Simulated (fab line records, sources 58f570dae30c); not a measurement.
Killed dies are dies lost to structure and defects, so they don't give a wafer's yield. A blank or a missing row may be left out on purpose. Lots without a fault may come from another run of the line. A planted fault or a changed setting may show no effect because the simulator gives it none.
A struck lot beside a sound one | flow berkeley_cmos170 | 14 steps out of a route of 331
Sound: wafers L662.1, L662.2, L662.6. Struck: wafers L669.1, L669.2, L669.4. The cause comes at the end.
At each step with rows: each side's tool, then ch and its chambers, then its first start. Under that, the readings that differ: sound wafers | struck wafers | difference of the means | sigmas: that difference in standard deviations of wafers without a fault.
alike: readings whose means differ by less than 2 such deviations, and words and numbers that are the same on both sides. not compared: withheld readings, readings that some wafer has no value for, bounds like >300 that may hide the same value, and numbers for which the record gives no deviation and whose values overlap.
The two part at a step that has a row with sigmas, a row that says differs or no value, or rows on one side only. Numbers that don't overlap but have no deviation are shown without sigmas and don't part them. A reading that every wafer of one side lacks parts them only if that side has two wafers or more.

UCB170_ZERO_ETCH_06: etches SiO2 in CHF3/CF4/Ar, time 12 s.
  sound on rie_diel-02 ch 0,1,2, day 3 03:50; struck on rie_diel-02 ch 0,1,2, day 4 14:51
  alike: drypump_motor_current_A, mfc_ar_sccm, oes_product_au, throttle_valve_pct
  not compared: rf_hours_counter_h
UCB170_ZERO_STRIP_07: strips in O2.
  sound on plasma_asher-02 ch 0,1, day 3 03:52; struck on plasma_asher-03 ch 0,1, day 4 14:52
  alike: drypump_motor_current_A, oes_product_au, strip_time_to_endpoint_s
  not compared: rf_hours_counter_h
then, 2 steps without rows for these wafers: UCB170_NWELL_WET_ETCH_00 (etches SiO2 in dHF, time 200 s); UCB170_NWELL_OXIDATION_01 (target thk 26.4 nm, ox time 1260 s).
UCB170_NWELL_THK_MEAS_02:
  sound on film_metro-01, day 3 08:26; struck on film_metro-04, day 4 21:13
  alike: NWELL_OXIDE_THK
then, 2 steps without rows for these wafers: UCB170_NWELL_ANNEAL_03 (time 900 s); UCB170_NWELL_CVD_04 (deposits Si3N4 from SiH2Cl2/NH3, target thk 224 nm, time 3360 s).
UCB170_NWELL_THK_MEAS_05:
  sound on film_metro-01, day 3 15:31; struck on film_metro-01, day 5 06:17
  alike: NWELL_NITRIDE_THK
then, 4 steps without rows for these wafers: UCB170_NWELL_HMDS_06 (prime time 60 s); UCB170_NWELL_COAT_07 (resist thk 912.1 nm); UCB170_NWELL_SOFTBAKE_08 (time 60 s); UCB170_NWELL_EXPOSE_09 (exposes mask NWELL, target cd 3000 nm).
UCB170_NWELL_PEB_10:
  sound on litho_track-01 ch 0, day 3 16:38; struck on litho_track-01, day 5 07:48
  no value came back on the struck wafers for chill_plate_temp_C (C), exhaust_pa (Pa); on the sound wafers chill_plate_temp_C (C) reads 23.13 22.95 23.06
then, 1 step without rows for these wafers: UCB170_NWELL_DEVELOP_11 (develop time 45 s).

WHERE THEY PART
Only at UCB170_NWELL_PEB_10, within this record.

WHY: what the simulator had put in
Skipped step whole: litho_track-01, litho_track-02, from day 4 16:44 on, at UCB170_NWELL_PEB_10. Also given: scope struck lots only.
